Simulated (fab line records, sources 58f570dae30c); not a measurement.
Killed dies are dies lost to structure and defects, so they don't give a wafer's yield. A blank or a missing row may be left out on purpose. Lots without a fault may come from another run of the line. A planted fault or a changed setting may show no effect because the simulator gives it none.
Which tool did it? | flow berkeley_cmos170 | 14 lots, 42 wafers sampled, at 4 steps of a route of 331

WHAT THE GAUGES READ, wafer by wafer
UCB170_NWELL_TW_MEAS_16. Usual: NWELL_TW 1250, standard deviation 6.3.
lot  | measured    | on            | NWELL_TW       | flag
L130 | day 2 10:47 | film_metro-02 | 1245 1253 1254 |
L132 | day 2 21:28 | film_metro-04 | 1253 1258 1254 |
L133 | day 3 04:10 | film_metro-03 | 1248 1250 1249 |
L134 | day 3 09:40 | film_metro-02 | 1247 1252 1250 |
L135 | day 3 09:50 | film_metro-03 | 1256 1255 1249 |
L136 | day 3 18:46 | film_metro-04 | 1245 1257 1249 |
L137 | day 4 00:05 | film_metro-03 | 1238 1247 1243 |
L138 | day 4 00:21 | film_metro-04 | 1248 1255 1254 |
L139 | day 4 10:07 | film_metro-02 | 1250 1248 1249 |
L140 | day 4 10:22 | film_metro-04 | 1252 1259 1254 |
L142 | day 5 02:12 | film_metro-02 | 1244 1238 1241 |
L144 | day 5 11:19 | film_metro-02 | 1245 1244 1241 |
L152 | day 7 01:29 | film_metro-03 | 1249 1248 1241 |
L153 | day 7 09:07 | film_metro-02 | 1250 1248 1244 |

UCB170_ACTIVE_THK_MEAS_03. Usual: ACTIVE_OXIDE_THK 26.5 nm, standard deviation 0.54.
lot  | measured    | on            | ACTIVE_OXIDE_THK (nm) | flag
L130 | day 4 10:02 | film_metro-04 | 26.6 26.3 26.6        |
L132 | day 4 10:02 | film_metro-01 | 27.4 27.1 27.1        |
L133 | day 5 03:37 | film_metro-01 | 27.1 26.3 26.8        |
L134 | day 5 03:41 | film_metro-01 | 27.1 26.9 27.2        |
L135 | day 5 03:45 | film_metro-01 | 27.5 27.6 27.8        |
L136 | day 5 13:05 | film_metro-04 | 27.0 26.6 26.6        |
L137 | day 5 18:41 | film_metro-01 | 25.7 25.3 25.3        |
L138 | day 5 18:41 | film_metro-03 | 26.5 26.6 26.7        |
L139 | day 6 03:56 | film_metro-04 | 26.5 26.3 26.3        |
L140 | day 6 03:55 | film_metro-03 | 26.2 26.7 26.6        |
L142 | day 7 01:13 | film_metro-03 | 27.0 26.8 26.4        |
L144 | day 7 11:02 | film_metro-04 | 27.0 26.5 26.3        |
L152 | day 8 19:33 | film_metro-03 | 26.0 26.4 26.0        |
L153 | day 9 06:35 | film_metro-04 | 26.3 25.6 26.0        |

UCB170_M2_CD_MEAS_15: target cd 700 nm. Usual: cd_nm 699.7 nm, standard deviation 1.6.
lot  | measured     | on        | cd_nm (nm)        | flag
L130 | day 8 15:38  | cd_sem-01 | 702.6 701.2 701.8 |
L132 | day 8 13:24  | cd_sem-01 | 702.5 702.1 701.8 |
L133 | day 9 04:19  | cd_sem-01 | 700.1 702.3 700.8 |
L134 | day 9 07:58  | cd_sem-02 | 698.7 697.6 698.6 |
L135 | day 9 06:39  | cd_sem-02 | 699.4 699.9 700.5 |
L136 | day 9 13:57  | cd_sem-01 | 700.6 699.4 699.2 |
L137 | day 10 04:00 | cd_sem-01 | 697.6 697.9 698.1 |
L138 | day 10 05:47 | cd_sem-02 | 699.1 700.1 697.2 |
L139 | day 10 03:43 | cd_sem-01 | 698.5 699.9 699.2 |
L140 | day 10 05:32 | cd_sem-01 | 699.2 699.1 699.5 |
L142 | day 11 03:08 | cd_sem-02 | 699.1 698.4 698.8 |
L144 | day 11 14:40 | cd_sem-01 | 697.9 699.0 697.9 |
L152 | day 13 09:11 | cd_sem-01 | 698.5 698.9 698.6 |
L153 | day 13 20:11 | cd_sem-02 | 700.0 698.3 698.7 |

WHICH TOOL RAN EACH LOT (tool, then ch and the chambers of the sampled wafers, then the start)
lot  | UCB170_M2_COAT_09
L130 | litho_track-01 ch 0, day 8 14:28
L132 | litho_track-01 ch 0, day 8 12:19
L133 | litho_track-01 ch 0, day 9 03:21
L134 | litho_track-03 ch 0, day 9 07:01
L135 | litho_track-04 ch 0, day 9 05:40
L136 | litho_track-04 ch 0, day 9 12:59
L137 | litho_track-04 ch 0, day 10 03:10
L138 | litho_track-03 ch 0, day 10 04:48
L139 | litho_track-04 ch 0, day 10 02:46
L140 | litho_track-04 ch 0, day 10 04:34
L142 | litho_track-03 ch 0, day 11 02:19
L144 | litho_track-04 ch 0, day 11 13:50
L152 | litho_track-01 ch 0, day 13 07:53
L153 | litho_track-03 ch 0, day 13 18:55
- UCB170_M2_COAT_09

WHAT THE TOOLS THEMSELVES READ (means of the sampled wafers that have a number; where no wafer has one, the mark that the record gives instead)
UCB170_M2_COAT_09. Usual: spin_speed_rpm 3000.0 rpm, standard deviation 2.2.
lot  | tool           | spin_speed_rpm (rpm) | flag
L130 | litho_track-01 | 2998.1               |
L132 | litho_track-01 | 2998.7               |
L133 | litho_track-01 | 3002.4               |
L134 | litho_track-03 | 3001.3               |
L135 | litho_track-04 | 2997.6               |
L136 | litho_track-04 | 3001.8               |
L137 | litho_track-04 | 3001.5               |
L138 | litho_track-03 | 3001.6               |
L139 | litho_track-04 | 3001.7               |
L140 | litho_track-04 | 2808.9               | OFF
L142 | litho_track-03 | 3000.8               |
L144 | litho_track-04 | 2809.2               | OFF
L152 | litho_track-01 | 2999.0               |
L153 | litho_track-03 | 3001.6               |

THE ANSWER, worked out from the rows above alone
Rule: a lot is off if the mean of its wafers that have a number lies more than 3 standard deviations from the usual mean. A lot without any number at a reading at which 4 lots or more have one is off too. The other lots that the step has rows for count as sound. The gauges are gone through in route order, then the tools' own readings, and for those a lot's mean is taken as printed above. The first step at which some lot is off is used, and at that step the reading that is off furthest; a lot without a number counts as furthest.
Off: L140, L144, at UCB170_M2_COAT_09 (spin_speed_rpm).
A tool fits if, at that step or a process step before it, it ran every lot that is off, and no sound lot after the first of them. One fits: litho_track-04 at UCB170_M2_COAT_09. Its last sound lot is L137 (day 10 03:10), its first lot that is off L140 (day 10 04:34): a fault that began between those two fits.
The tool's own readings at UCB170_M2_COAT_09 bear it out: on the lots that are off they differ by more than 5 times the standard deviation of the sound lots' means. spin_speed_rpm reads 2809.1 rpm there against 3000.5 rpm on the sound lots.

WHAT THE SIMULATOR HAD PUT IN
Process parameter drift: litho_track-04, from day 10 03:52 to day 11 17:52, at UCB170_M2_COAT_09. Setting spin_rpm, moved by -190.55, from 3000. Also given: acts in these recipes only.
Lots struck among those shown: L140, L144. The rule above found the same.
